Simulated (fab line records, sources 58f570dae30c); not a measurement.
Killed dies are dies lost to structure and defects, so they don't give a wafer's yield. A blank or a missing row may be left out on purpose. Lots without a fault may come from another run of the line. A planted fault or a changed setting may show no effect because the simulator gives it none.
Split-lot experiment | flow berkeley_cmos170 | 5 lots, 23 wafers read, on a route of 331 steps

THE SPLIT
At UCB170_CONTACT_PEB_13, the setting peb_temp_c was moved away from the recipe's 130 C on 10 of the 23 wafers read, by -1.5% to +1.5%. The other wafers ran this setting at the recipe's value.

FROM THE SPLIT TO THE READING: what the file shows between them, 5 steps
- UCB170_CONTACT_DEVELOP_14: develop time 45 s
- UCB170_CONTACT_CD_MEAS_15: target cd 700 nm
- UCB170_CONTACT_ETCH_17: etches BARC in N2/H2
- UCB170_CONTACT_ETCH_18: etches PSG in CHF3/CF4/Ar, stops on TiSi2, target depth 840 nm, time 195 s (also split here: time_s)
- UCB170_CONTACT_STRIP_19: strips in O2

THE READING
cd_nm, in nm, at UCB170_CONTACT_CD_MEAS_90 (target cd 700 nm). Fault-free wafers of this fab line usually give 700.0 nm, standard deviation 2.1 nm.

wafer  | tool, chamber at the split | peb_temp_c as run, C | against the recipe | cd_nm, nm | against lot-mates on the recipe
L075.1 | litho_track-03, 0          | 128                  | -1.5%              | 686.2     | -14.5
L075.3 | litho_track-03, 0          | 130                  | recipe             | 698.8     | -
L075.4 | litho_track-03, 0          | 128                  | -1.5%              | 686.2     | -14.5
L075.5 | litho_track-03, 0          | 128                  | -1.5%              | 683.8     | -17.0
L075.6 | litho_track-03, 0          | 130                  | recipe             | 702.7     | -
L078.2 | litho_track-04, 0          | 131.7                | +1.3%              | 707.4     | +10.1
L078.3 | litho_track-04, 0          | 130                  | recipe             | 698.1     | -
L078.4 | litho_track-04, 0          | 131.7                | +1.3%              | 708.2     | +10.9
L078.5 | litho_track-04, 0          | 130                  | recipe             | 696.5     | -
L078.6 | litho_track-04, 0          | 131.7                | +1.3%              | 707.6     | +10.3
L079.1 | litho_track-01, 0          | 130                  | recipe             | 698.6     | -
L079.2 | litho_track-01, 0          | 132                  | +1.5%              | 711.4     | +11.1
L079.3 | litho_track-01, 0          | 132                  | +1.5%              | 714.1     | +13.8
L079.4 | litho_track-01, 0          | 130                  | recipe             | 701.7     | -
L079.6 | litho_track-01, 0          | 130                  | recipe             | 700.5     | -
L081.1 | litho_track-01, 0          | 130                  | recipe             | 697.6     | -
L081.3 | litho_track-01, 0          | 130                  | recipe             | 698.4     | -
L081.4 | litho_track-01, 0          | 130                  | recipe             | 699.9     | -
L081.5 | litho_track-01, 0          | 131.5                | +1.2%              | 709.7     | +11.1
L081.6 | litho_track-01, 0          | 131.5                | +1.2%              | 709.0     | +10.4
L084.1 | litho_track-03, 0          | 130                  | recipe             | 698.3     | -
L084.2 | litho_track-03, 0          | 130                  | recipe             | 700.6     | -
L084.5 | litho_track-03, 0          | 130                  | recipe             | 700.6     | -

THE FIT
A straight line over all 23 wafers: cd_nm changes by +8.32 nm for each +1% of peb_temp_c; r = +0.98; the points scatter about the line by 1.8 nm.
The same after taking each lot's own level away (the mean of its wafers on the recipe; 23 wafers): +9.02 nm for each +1%; r = +0.99; scatter 1.4 nm.
On that fit, the largest move of peb_temp_c shifts the reading by 14 nm.
The lots' own levels span 697.30 to 700.75 nm, that is 1.6 times the standard deviation above.
So the lot-to-lot level changes the slope little: the two slopes agree.
Check: with one of the wafers moved furthest among these (-1.5%) left out of the fit, the line predicts -14.3 nm for it against its lot-mates. It came out at -14.5 nm against them.

OTHER SPLITS ON THESE WAFERS
These wafers also went through other splits before the reading. Each is held against what the fit with the lots' levels taken away leaves over:
other split on the same wafers | wafers away from the commonest value | r with cd_nm (lot level and that fit taken away)
UCB170_CONTACT_ETCH_18 time_s  | 7                                    | +0.13

THE WHOLE CHAIN: every reading that the file lists as answering this split, in the file's order
step                      | what it does         | reading                                                        | change (the file's fit)              | r (the file's)
UCB170_CONTACT_CD_MEAS_15 | target cd 700 nm     | cd_nm                                                          | +8.73 nm for each +1% of the setting | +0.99
UCB170_CONTACT_ETCH_17    | etches BARC in N2/H2 | CONTACT.cd_nm (the simulator's own value, which no gauge read) | +8.79 nm for each +1% of the setting | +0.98
UCB170_CONTACT_CD_MEAS_90 | target cd 700 nm     | cd_nm                                                          | +8.85 nm for each +1% of the setting | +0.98

THE FILE'S OWN FIT
cd_nm changes by +8.85 nm for each +1% of peb_temp_c, r = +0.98.
